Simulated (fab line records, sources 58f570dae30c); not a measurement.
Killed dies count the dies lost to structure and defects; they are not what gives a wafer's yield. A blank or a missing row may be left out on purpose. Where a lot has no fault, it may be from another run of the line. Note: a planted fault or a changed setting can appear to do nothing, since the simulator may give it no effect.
Problem report in the 8D (eight disciplines) form, filled by code | flow berkeleyCmos170 | the parts of the form that need people (team, actions taken, sign-off) are left out

== 1. THE ISSUE ==
Wafers free of any fault read 2335 (standard deviation 11) for PSD_TW at UCB170_PSD_TW_MEAS_10, against a mean of 2143 on 6 wafers of 2 lots. Relative to the usual mean, that is a shift of -17 standard deviations.
First seen on wafer L274.3, day 10 05:25, on filmMetro-04. The record holds 42 wafers of 14 lots with a number at this step. Rule for "out" (also "out of limits"): further than 4 standard deviations from the usual mean. All remaining wafers that have a number are taken as sound.

== 2. WHAT IT IS, WHAT IT ISN'T ==
question                    | is                         | is not
which readings at this step | PSD_TW                     | -
which lots                  | L273, L274                 | L258, L259, L260, L261, L262, L263, L265, L268, L271, L275, L277, L278
which wafers of those lots  | all that have a number     | -
read on which gauges        | filmMetro-02, filmMetro-04 | filmMetro-01
when                        | from day 10 05:25          | up to then (27 sound wafers); but 9 sound wafers of L275, L277, L278 came after

== 3. SUSPECTS, AND WHAT RULES EACH OUT ==
Counting: any tool at a process step up to the reading is kept as a suspect provided that every lot that is out went through it and no sound lot did after the first of them.
- the gauge at UCB170_PSD_TW_MEAS_10 has been ruled out. The wafers that are out were read on 2 gauges (filmMetro-02, filmMetro-04).
- implanter-02 at UCB170_PSD_IMPLANT_08: kept. It ran every lot that is out, first L274 (day 10 05:12), and no sound lot after that; its last sound lot up to then is L271 (day 9 15:40). Its own beamEnergyKeV readings are out on those wafers.
Remaining after the count: implanter-02 at UCB170_PSD_IMPLANT_08.

== 4. THE CAUSE (what the simulator had put in) ==
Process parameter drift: implanter-02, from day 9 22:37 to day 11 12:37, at UCB170_PSD_IMPLANT_08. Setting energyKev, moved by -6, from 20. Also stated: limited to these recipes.
Counting left only this tool.

== 5. SEQUENCE OF EFFECTS, ordered by route ==
Each row: a reading where the mean over the struck wafers with a number is more than 3 standard deviations away from the usual. Only readings for which the record gives a usual standard deviation are gone through. hours: the time from each lot's start at the first step in this table that gives one to its start at this step, as a median over the lots. sigmas: the change in usual standard deviations.
hours | step                       | reading              | usual        | on struck wafers | change | sigmas
0     | UCB170_PSD_IMPLANT_08      | beamEnergyKeV        | 20.000       | 13.997           | -6.003 | -99 or more
0     | UCB170_PSD_STRIP_09        | oesProductAu         | 0.601 a.u.   | 0.633            | +0.032 | +7.6
0     | UCB170_PSD_STRIP_09        | stripTimeToEndpointS | 29.42 s      | 26.86            | -2.56  | -35
0     | UCB170_PSD_TW_MEAS_10      | PSD_TW               | 2335         | 2143             | -192   | -17
5     | UCB170_SDANNEAL_RS_MEAS_02 | PSD_RS               | 75.47 ohm/sq | 79.86            | +4.39  | +15
It contains these process steps:
- UCB170_PSD_IMPLANT_08
- UCB170_PSD_STRIP_09: strips in O2.

== 6. HOW IT WOULD HAVE BEEN CAUGHT EARLIER ==
7 hours passed between the start of the fault at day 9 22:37 and the first reading out of limits at a measuring or inspecting step in this record, taken at day 10 05:25.
At UCB170_PSD_IMPLANT_08, the tool's own readings (beamEnergyKeV) were out on each struck wafer the step has a row for, so an alarm limit on them would have fired on the first such wafer.
Of the lots that are out (2), L273 began UCB170_PSD_IMPLANT_08 on implanter-02 after day 10 05:25. A hold on the tool at that time would have spared it.
